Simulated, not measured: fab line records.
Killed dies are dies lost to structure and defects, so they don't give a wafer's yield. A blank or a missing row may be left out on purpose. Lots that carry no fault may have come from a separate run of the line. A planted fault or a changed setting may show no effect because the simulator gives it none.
Split-lot experiment    flow rit_cmos    23 wafers read across 5 lots, on a route 202 steps long

SPLIT DETAILS
At RIT_NRETRO_IMPLANT_08, the setting energy_kev was moved away from the recipe's 70 on 6 of the 23 wafers read, by +2.4% to +5.2%. The other wafers ran this setting at the recipe's value.

The reading is taken at the split's own step.

THE READING
The simulator's own value implant.drp_nm, read by no gauge, in nm at RIT_NRETRO_IMPLANT_08. The file gives no usual value for it.

wafer   tool, chamber at the split  energy_kev as run  against the recipe  implant.drp_nm, nm  against lot-mates on the recipe
L076.1  implanter-01, 0             70                 recipe              33.94               -
L076.2  implanter-01, 0             70                 recipe              33.94               -
L076.3  implanter-01, 0             70                 recipe              33.94               -
L076.5  implanter-01, 0             70                 recipe              33.94               -
L076.6  implanter-01, 0             70                 recipe              33.94               -
L078.1  implanter-01, 0             70                 recipe              33.94               -
L078.2  implanter-01, 0             70                 recipe              33.94               -
L078.4  implanter-01, 0             70                 recipe              33.94               -
L078.5  implanter-01, 0             70                 recipe              33.94               -
L078.6  implanter-01, 0             70                 recipe              33.94               -
L080.3  implanter-01, 0             70                 recipe              33.94               -
L080.5  implanter-01, 0             70                 recipe              33.94               -
L080.6  implanter-01, 0             70                 recipe              33.94               -
L081.1  implanter-01, 0             70                 recipe              33.94               -
L081.2  implanter-01, 0             70                 recipe              33.94               -
L081.4  implanter-01, 0             71.7               +2.4%               34.63               +0.69
L081.5  implanter-01, 0             71.7               +2.4%               34.63               +0.69
L081.6  implanter-01, 0             71.7               +2.4%               34.63               +0.69
L082.2  implanter-02, 0             70                 recipe              33.94               -
L082.4  implanter-02, 0             70                 recipe              33.94               -
L082.3  implanter-02, 0             73.64              +5.2%               35.41               +1.47
L082.5  implanter-02, 0             73.64              +5.2%               35.41               +1.47
L082.6  implanter-02, 0             73.64              +5.2%               35.41               +1.47

FIT RESULTS
A straight line over all 23 wafers: implant.drp_nm changes by +0.283 nm for each +1% of energy_kev; r = +1.00; the points scatter about the line by 0.0012 nm.
The same after taking each lot's own level away (the mean of its wafers on the recipe; 23 wafers): +0.283 nm for each +1%; r = +1.00; scatter 0.0012 nm.
According to that fit, moving energy_kev by its largest amount changes the reading by 1.5 nm.
The lots' own levels span 33.940 to 33.940 nm.
The two slopes are in agreement: the lot-to-lot level therefore moves the slope only a little.
Check: for one of the wafers moved furthest among these (+5.2%), held out of the fit, the line's prediction against its lot-mates is +1.47 nm. It came out at +1.47 nm against them.

FURTHER SPLITS ON THESE WAFERS
Before the reading, these wafers also passed through other splits. Each is held against what the fit with the lots' levels taken away leaves over:
other split on the same wafers     wafers away from the commonest value  r with implant.drp_nm (lot level and that fit taken away)
RIT_ACTIVE_OXIDATION_01 ox_time_s  18                                    +0.08
RIT_ACTIVE_COAT_06 resist_thk_nm   7                                     -0.11
RIT_ACTIVE_ETCH_13 over_etch_frac  9                                     +0.14
RIT_NWELL_COAT_01 resist_thk_nm    6                                     -0.02
RIT_PWELL_IMPLANT_08 energy_kev    4                                     +0.23

THE WHOLE CHAIN: every reading that the file lists as answering this split, in the file's order
step                   what it does  reading                                                          change (the file's fit)                r (the file's)
RIT_NRETRO_IMPLANT_08                implant.rp_nm (the simulator's own value, which no gauge read)   +0.875 nm for each +1% of the setting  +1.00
RIT_NRETRO_IMPLANT_08                implant.drp_nm (the simulator's own value, which no gauge read)  +0.284 nm for each +1% of the setting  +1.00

THE FILE'S OWN FIT
implant.drp_nm changes by +0.284 nm for each +1% of energy_kev, r = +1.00.
